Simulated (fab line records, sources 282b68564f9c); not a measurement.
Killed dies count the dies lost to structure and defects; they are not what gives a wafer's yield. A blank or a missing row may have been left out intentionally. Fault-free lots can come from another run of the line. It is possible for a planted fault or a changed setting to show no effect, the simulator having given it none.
Struck lot and sound lot, side by side	flow rit cmos	15 steps out of a route of 202
Sound: wafers L778.1, L778.4, L778.5. Wafers L783.3, L783.4, L783.5 were the ones struck. The cause comes at the end.
Per side, at each step with rows, come the tool, then ch with its chambers, and then its first start. Under that, the readings that differ: sound wafers	struck wafers	difference of the means	sigmas: that difference in standard deviations of wafers without a fault.
alike: readings whose means differ by less than 2 such deviations, and words and numbers that are the same on both sides. not compared: withheld readings, readings that some wafer has no value for, bounds like >300 that may hide the same value, and numbers for which the record gives no deviation and whose values overlap.
A row with sigmas, a row that says differs or no value, or rows on one side alone: a step with any of these is where the two part. When numbers do not overlap yet have no deviation, they are printed without sigmas and do not part them. A reading missing from all wafers of one side parts the sides only when that side holds two or more wafers.

RIT_SPACER_ETCHBACK_05: etches Si3N4 in SF6/CHF3, stops on SiO2, target depth 250 nm, time 240 s.
  sound on rie diel-04 ch 2,3, day 5 10:32; struck on rie diel-02 ch 0,3, day 6 11:22
reading	sound	struck	difference	sigmas
oes product au (a.u.)	0.868 0.851 0.859	0.825 0.834 0.824	-0.032	-3
  alike: drypump motor current A, throttle valve pct
  not compared: rf hours counter h
then, 6 steps without rows for these wafers: RIT_NSD_HMDS_00 (prime time 60 s); RIT_NSD_COAT_01 (resist thk 1000 nm); RIT_NSD_SOFTBAKE_02 (time 60 s); RIT_NSD_EXPOSE_03 (exposes mask M9, target cd 40700 nm); RIT_NSD_PEB_04; RIT_NSD_DEVELOP_05 (develop time 50 s).
RIT_NSD_OVL_MEAS_06:
  sound on overlay-01 at day 5 11:32; struck on overlay-02 at day 6 12:30
  alike: NSD_OVL
then, 2 steps without rows for these wafers: RIT_NSD_HARDBAKE_07 (time 60 s); RIT_NSD_IMPLANT_08.
RIT_NSD_STRIP_09: strips in O2, time 180 s.
  sound on plasma asher-01 ch 0, day 5 11:53; struck on plasma asher-02 ch 0,1, day 6 12:53
  alike: drypump motor current A
  not compared: rf hours counter h
RIT_NSD_TW_MEAS_10:
  sound on film metro-03 at day 5 12:04; struck on film metro-03 at day 6 13:01
  alike: NSD_TW
RIT_PSD_HMDS_00: prime time 60 s.
  sound on litho track-03 ch 0, day 5 12:07; struck on litho track-02 ch 0, day 6 13:07
reading	sound	struck	difference	sigmas
prime temp c (C)	139.95 140.17 140.11	148.24 148.21 148.31	+8.18	+68
then, 1 step without rows for these wafers: RIT_PSD_COAT_01 (resist thk 1000 nm).
RIT_M1_PROBE_99:
  sound on prober-02 at day 5 21:37; struck on prober-01 at day 6 22:49
  alike: killed_at_M0_to_M3, killed at contacts, killed at front end, killed dies, killed open, killed short

## WHERE THEY PART
First at RIT_SPACER_ETCHBACK_05; last, within this record, at RIT_PSD_HMDS_00. Later steps at which nothing parts them and some readings are alike: RIT_M1_PROBE_99.

WHY: the cause the simulator had injected
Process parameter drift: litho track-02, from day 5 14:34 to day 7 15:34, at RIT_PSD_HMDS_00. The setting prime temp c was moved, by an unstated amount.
